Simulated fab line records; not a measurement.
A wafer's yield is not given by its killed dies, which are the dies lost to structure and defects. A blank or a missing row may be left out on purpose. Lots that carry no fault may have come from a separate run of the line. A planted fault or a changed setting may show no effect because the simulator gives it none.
8D (eight disciplines) problem report, filled in by code | flow rit cmos | the parts of the form that need people (team, actions taken, sign-off) are left out

## 1. THE ISSUE
Across 6 wafers from 2 lots, PRETRO_TW at RIT_PRETRO_TW_MEAS_10 averages 462, while fault-free wafers read 482 with a standard deviation of 4.1. Measured from the usual mean, that is -5.0 standard deviations.
First observed at day 5 00:12: wafer L493.2, on film metro-02. At this step, 42 wafers from 14 lots have a number in the record. By rule, "out" or "out of limits" means more than 4 standard deviations away from the usual mean. The rest of the wafers with a number are treated as sound.

## 2. WHAT IT IS, WHAT IT ISN'T
question                    | is                     | is not
which readings at this step | PRETRO_TW              | -
which lots                  | L493, L496             | L481, L482, L483, L484, L485, L486, L487, L491, L501, L502, L503, L504
which wafers of those lots  | all that have a number | -
read on which gauges        | film metro-02          | film metro-01, film metro-03
when                        | from day 5 00:12       | up to then (24 sound wafers); but 12 sound wafers of L501, L502, L503, L504 came after

## 3. THE SUSPECTS, EACH WITH WHAT RULES IT OUT
Counting: a tool at any process step up to the reading remains a suspect when it ran all the lots that are out and ran no sound lot after the first of those.
- the gauge at RIT_PRETRO_TW_MEAS_10: kept. All the wafers that are out were read on film metro-02, and no step on other tools shows them out.
- implanter-04 at RIT_PRETRO_IMPLANT_08: kept. It ran every lot that is out, first L493 (day 4 23:53), and no sound lot after that; its last sound lot up to then is L487 (day 3 17:04).
Left after counting: implanter-04 at RIT_PRETRO_IMPLANT_08, film metro-02 at RIT_PRETRO_TW_MEAS_10.

## 4. THE CAUSE (what the simulator had put in)
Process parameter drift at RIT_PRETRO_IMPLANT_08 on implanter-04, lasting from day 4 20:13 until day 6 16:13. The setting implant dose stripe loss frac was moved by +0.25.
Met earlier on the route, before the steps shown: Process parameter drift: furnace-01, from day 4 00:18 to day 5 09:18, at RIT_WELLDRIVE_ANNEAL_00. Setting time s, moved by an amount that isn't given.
2 suspects survive the count, and this tool is in that group.

## 5. THE CHAIN OF EFFECTS, in route order
Each row: a reading whose mean over the struck wafers that have a number lies more than 3 standard deviations from the usual. Only readings for which the record gives a usual standard deviation are gone through. hours: the time from each lot's start at the first step in this table that gives one to its start at this step, as a median over the lots. sigmas: the change in usual standard deviations.
hours | step                  | reading   | usual | on struck wafers | change | sigmas
0     | RIT_PRETRO_TW_MEAS_10 | PRETRO_TW | 482   | 462              | -20    | -5.0

## 6. HOW IT WOULD HAVE BEEN CAUGHT EARLIER
Counted from the fault's start at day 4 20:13, it took 4 hours until the first out-of-limits reading at a measuring or inspecting step in this record, taken at day 5 00:12.
Of the tool readings at RIT_PRETRO_IMPLANT_08 for which the record gives a usual standard deviation, none was out on any struck wafer, so an alarm limit of 4 standard deviations on them would not have fired.
Among the 2 lots that are out, L496 began RIT_PRETRO_IMPLANT_08 on implanter-04 after day 5 00:12. It would have been spared by a hold on the tool at that moment.
